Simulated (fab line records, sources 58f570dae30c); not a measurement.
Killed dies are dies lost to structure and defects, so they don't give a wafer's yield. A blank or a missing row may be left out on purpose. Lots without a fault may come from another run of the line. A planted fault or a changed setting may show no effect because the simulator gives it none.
Tool commonality check | flow berkeley_cmos170 | 14 lots, 42 wafers sampled

WHY IT WAS OPENED
At UCB170_PWELL_TW_MEAS_17 the reading PWELL_TW is flagged on 2 of 14 lots. Wafers without a fault read 378.1, standard deviation 2.5.
Rule: a lot is flagged when every wafer of it that has a number lies more than 4 standard deviations from that mean, or none has a number. The other lots count as sound.

lot  | measured    | on            | PWELL_TW, wafer by wafer | flag
L703 | day 3 13:49 | film_metro-03 | 374.9 372.8 375.3        |
L704 | day 3 23:46 | film_metro-02 | 380.9 381.3 379.6        |
L706 | day 4 12:55 | film_metro-03 | 375.4 377.1 375.5        |
L707 | day 4 16:47 | film_metro-03 | 374.8 376.5 374.5        |
L708 | day 4 17:04 | film_metro-02 | 379.0 381.9 382.0        |
L709 | day 5 04:50 | film_metro-04 | 377.5 379.4 380.3        |
L710 | day 5 04:52 | film_metro-03 | 375.6 376.2 378.0        |
L711 | day 5 18:17 | film_metro-04 | 379.4 378.8 378.8        |
L716 | day 6 21:23 | film_metro-04 | 401.4 402.3 401.9        | FLAGGED
L719 | day 7 05:55 | film_metro-03 | 403.3 404.8 401.8        | FLAGGED
L720 | day 7 18:09 | film_metro-02 | 378.6 382.0 382.9        |
L722 | day 7 18:16 | film_metro-03 | 374.0 374.1 376.5        |
L724 | day 8 00:40 | film_metro-02 | 380.7 380.6 380.9        |
L723 | day 8 01:04 | film_metro-02 | 382.2 380.4 379.8        |
The numbers of the flagged lots are 402.6 on average: +24.5 against the usual, or +10 standard deviations.

WHICH TOOL RAN EACH LOT
The record holds 1 process step before the reading, out of a route of 331 steps. In each cell: the tool, then ch and the chambers that the sampled wafers went through, then the start.
lot  | flag    | UCB170_PWELL_IMPLANT_15
L703 |         | implanter-04 ch 0, day 3 13:35
L704 |         | implanter-04 ch 0, day 3 23:31
L706 |         | implanter-03 ch 0, day 4 12:41
L707 |         | implanter-04 ch 0, day 4 16:34
L708 |         | implanter-03 ch 0, day 4 16:49
L709 |         | implanter-03 ch 0, day 5 04:37
L710 |         | implanter-01 ch 0, day 5 04:37
L711 |         | implanter-01 ch 0, day 5 18:02
L716 | FLAGGED | implanter-03 ch 0, day 6 21:08
L719 | FLAGGED | implanter-03 ch 0, day 7 05:42
L720 |         | implanter-01 ch 0, day 7 17:54
L722 |         | implanter-04 ch 0, day 7 18:01
L724 |         | implanter-01 ch 0, day 8 00:25
L723 |         | implanter-04 ch 0, day 8 00:50
What these steps do:
- UCB170_PWELL_IMPLANT_15
- UCB170_PWELL_TW_MEAS_17

FLAGGED OVER TOTAL, TOOL BY TOOL (the gauges that took the reading come last)
step                    | tool          | lots run | flagged | share of the flagged lots | sound lots run after its first flagged lot
UCB170_PWELL_IMPLANT_15 | implanter-01  | 4        | 0       | none                      | -
UCB170_PWELL_IMPLANT_15 | implanter-03  | 5        | 2       | all                       | 0
UCB170_PWELL_IMPLANT_15 | implanter-04  | 5        | 0       | none                      | -
UCB170_PWELL_TW_MEAS_17 | film_metro-02 | 5        | 0       | none                      | -
UCB170_PWELL_TW_MEAS_17 | film_metro-03 | 6        | 1       | some                      | 1 (L722)
UCB170_PWELL_TW_MEAS_17 | film_metro-04 | 3        | 1       | some                      | 0

WHAT THE TABLE ALLOWS
1 row of the table ran every flagged lot: implanter-03 at UCB170_PWELL_IMPLANT_15.
- implanter-03 at UCB170_PWELL_IMPLANT_15: 2 of its 5 lots flagged. Its last sound lot is L709 (day 5 04:37), its first flagged lot L716 (day 6 21:08): a fault that began between those two fits. Its own readings lie more than 4 standard deviations out on every wafer of the flagged lots: dose_ions_cm2, faraday_current_uA.
One tool is left: implanter-03 at UCB170_PWELL_IMPLANT_15.

WHAT THE SIMULATOR HAD PUT IN
Process parameter drift: implanter-03, from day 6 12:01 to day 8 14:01, at UCB170_PWELL_IMPLANT_15. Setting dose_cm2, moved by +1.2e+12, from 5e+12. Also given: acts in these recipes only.
Lots struck among those shown: L716, L719. The rule above found the same.
